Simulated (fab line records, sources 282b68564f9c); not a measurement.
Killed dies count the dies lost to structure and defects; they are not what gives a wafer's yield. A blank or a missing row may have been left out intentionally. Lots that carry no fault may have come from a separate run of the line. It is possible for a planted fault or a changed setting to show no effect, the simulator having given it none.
Split-lot experiment / flow ritCmos / route with 202 steps; 5 lots, 23 wafers read

## ON THE SPLIT
At RIT_NWELL_SOFTBAKE_02 (time 60 s), the setting tempC was moved away from the recipe's 90 C on 8 of the 23 wafers read, by -1.7% to +3.6%. All remaining wafers had this setting at the recipe value.

## FROM THE SPLIT TO THE READING: what the file shows between them, 2 steps
- RIT_NWELL_EXPOSE_03: exposes mask M2, target cd 43900 nm
- RIT_NWELL_PEB_04

## THE READING
NOVOLAK_of_NWELL_COAT_01.thkNm (the simulator's own value, which no gauge read), in nm, at RIT_NWELL_DEVELOP_05 (develop time 68 s). The file gives no usual value for it. Across the 15 wafers here that went through the recipe, the average is 1299 nm and the standard deviation 3.3 nm.

wafer=L077.1; tool, chamber at the split=lithoTrack-04, 0; tempC as run, C=90; against the recipe=recipe; NOVOLAK_of_NWELL_COAT_01.thkNm, nm=1300; against lot-mates on the recipe=-
wafer=L077.2; tool, chamber at the split=lithoTrack-04, 0; tempC as run, C=90; against the recipe=recipe; NOVOLAK_of_NWELL_COAT_01.thkNm, nm=1303; against lot-mates on the recipe=-
wafer=L077.6; tool, chamber at the split=lithoTrack-04, 0; tempC as run, C=90; against the recipe=recipe; NOVOLAK_of_NWELL_COAT_01.thkNm, nm=1303; against lot-mates on the recipe=-
wafer=L077.3; tool, chamber at the split=lithoTrack-04, 0; tempC as run, C=90; against the recipe=recipe; NOVOLAK_of_NWELL_COAT_01.thkNm, nm=1301; against lot-mates on the recipe=-
wafer=L077.4; tool, chamber at the split=lithoTrack-04, 0; tempC as run, C=90; against the recipe=recipe; NOVOLAK_of_NWELL_COAT_01.thkNm, nm=1302; against lot-mates on the recipe=-
wafer=L079.1; tool, chamber at the split=lithoTrack-03, 0; tempC as run, C=90; against the recipe=recipe; NOVOLAK_of_NWELL_COAT_01.thkNm, nm=1301; against lot-mates on the recipe=-
wafer=L079.2; tool, chamber at the split=lithoTrack-03, 0; tempC as run, C=92.3; against the recipe=+2.6%; NOVOLAK_of_NWELL_COAT_01.thkNm, nm=1298; against lot-mates on the recipe=-4
wafer=L079.4; tool, chamber at the split=lithoTrack-03, 0; tempC as run, C=90; against the recipe=recipe; NOVOLAK_of_NWELL_COAT_01.thkNm, nm=1303; against lot-mates on the recipe=-
wafer=L079.5; tool, chamber at the split=lithoTrack-03, 0; tempC as run, C=92.3; against the recipe=+2.6%; NOVOLAK_of_NWELL_COAT_01.thkNm, nm=1295; against lot-mates on the recipe=-7
wafer=L079.6; tool, chamber at the split=lithoTrack-03, 0; tempC as run, C=92.3; against the recipe=+2.6%; NOVOLAK_of_NWELL_COAT_01.thkNm, nm=1297; against lot-mates on the recipe=-5
wafer=L080.1; tool, chamber at the split=lithoTrack-02, 0; tempC as run, C=90; against the recipe=recipe; NOVOLAK_of_NWELL_COAT_01.thkNm, nm=1297; against lot-mates on the recipe=-
wafer=L080.4; tool, chamber at the split=lithoTrack-02, 0; tempC as run, C=90; against the recipe=recipe; NOVOLAK_of_NWELL_COAT_01.thkNm, nm=1295; against lot-mates on the recipe=-
wafer=L080.5; tool, chamber at the split=lithoTrack-02, 0; tempC as run, C=90; against the recipe=recipe; NOVOLAK_of_NWELL_COAT_01.thkNm, nm=1299; against lot-mates on the recipe=-
wafer=L081.1; tool, chamber at the split=lithoTrack-02, 0; tempC as run, C=93.27; against the recipe=+3.6%; NOVOLAK_of_NWELL_COAT_01.thkNm, nm=1288; against lot-mates on the recipe=-12
wafer=L081.2; tool, chamber at the split=lithoTrack-02, 0; tempC as run, C=93.27; against the recipe=+3.6%; NOVOLAK_of_NWELL_COAT_01.thkNm, nm=1288; against lot-mates on the recipe=-12
wafer=L081.4; tool, chamber at the split=lithoTrack-02, 0; tempC as run, C=93.27; against the recipe=+3.6%; NOVOLAK_of_NWELL_COAT_01.thkNm, nm=1289; against lot-mates on the recipe=-11
wafer=L081.5; tool, chamber at the split=lithoTrack-02, 0; tempC as run, C=90; against the recipe=recipe; NOVOLAK_of_NWELL_COAT_01.thkNm, nm=1300; against lot-mates on the recipe=-
wafer=L081.6; tool, chamber at the split=lithoTrack-02, 0; tempC as run, C=90; against the recipe=recipe; NOVOLAK_of_NWELL_COAT_01.thkNm, nm=1300; against lot-mates on the recipe=-
wafer=L085.1; tool, chamber at the split=lithoTrack-03, 0; tempC as run, C=88.47; against the recipe=-1.7%; NOVOLAK_of_NWELL_COAT_01.thkNm, nm=1298; against lot-mates on the recipe=+4
wafer=L085.2; tool, chamber at the split=lithoTrack-03, 0; tempC as run, C=90; against the recipe=recipe; NOVOLAK_of_NWELL_COAT_01.thkNm, nm=1292; against lot-mates on the recipe=-
wafer=L085.3; tool, chamber at the split=lithoTrack-03, 0; tempC as run, C=90; against the recipe=recipe; NOVOLAK_of_NWELL_COAT_01.thkNm, nm=1295; against lot-mates on the recipe=-
wafer=L085.5; tool, chamber at the split=lithoTrack-03, 0; tempC as run, C=90; against the recipe=recipe; NOVOLAK_of_NWELL_COAT_01.thkNm, nm=1296; against lot-mates on the recipe=-
wafer=L085.6; tool, chamber at the split=lithoTrack-03, 0; tempC as run, C=88.47; against the recipe=-1.7%; NOVOLAK_of_NWELL_COAT_01.thkNm, nm=1297; against lot-mates on the recipe=+3

FIT RESULTS
A straight line over all 23 wafers: NOVOLAK_of_NWELL_COAT_01.thkNm changes by -1.87 nm for each +1% of tempC; r = -0.65; the points scatter about the line by 3.6 nm.
The same after taking each lot's own level away (the mean of its wafers on the recipe; 23 wafers): -2.72 nm for each +1%; r = -0.94; scatter 1.6 nm.
According to that fit, moving tempC by its largest amount changes the reading by 9.9 nm.
The span of the lots' own levels, 1294.3 to 1302.0 nm, comes to 2.3 times the standard deviation stated above.
So the lot-to-lot level blurs the effect unless lot-mates are compared.
Check: with one of the wafers moved furthest among these (+3.6%) left out of the fit, the line predicts -9.51 nm for it against its lot-mates. Against them it came out at -12 nm.

## OTHER SPLITS APPLIED TO THESE WAFERS
Other splits were also applied to these wafers ahead of the reading. Each is held against what the fit with the lots' levels taken away leaves over:
other split on the same wafers=RIT_ACTIVE_CVD_03 timeS; wafers away from the commonest value=15; r with NOVOLAK_of_NWELL_COAT_01.thkNm (lot level and that fit taken away)=+0.32
other split on the same wafers=RIT_ACTIVE_DEVELOP_10 developTimeS; wafers away from the commonest value=5; r with NOVOLAK_of_NWELL_COAT_01.thkNm (lot level and that fit taken away)=+0.33

## THE FILE'S OWN FIT
NOVOLAK_of_NWELL_COAT_01.thkNm changes by -2.71 nm for each +1% of tempC, r = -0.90.
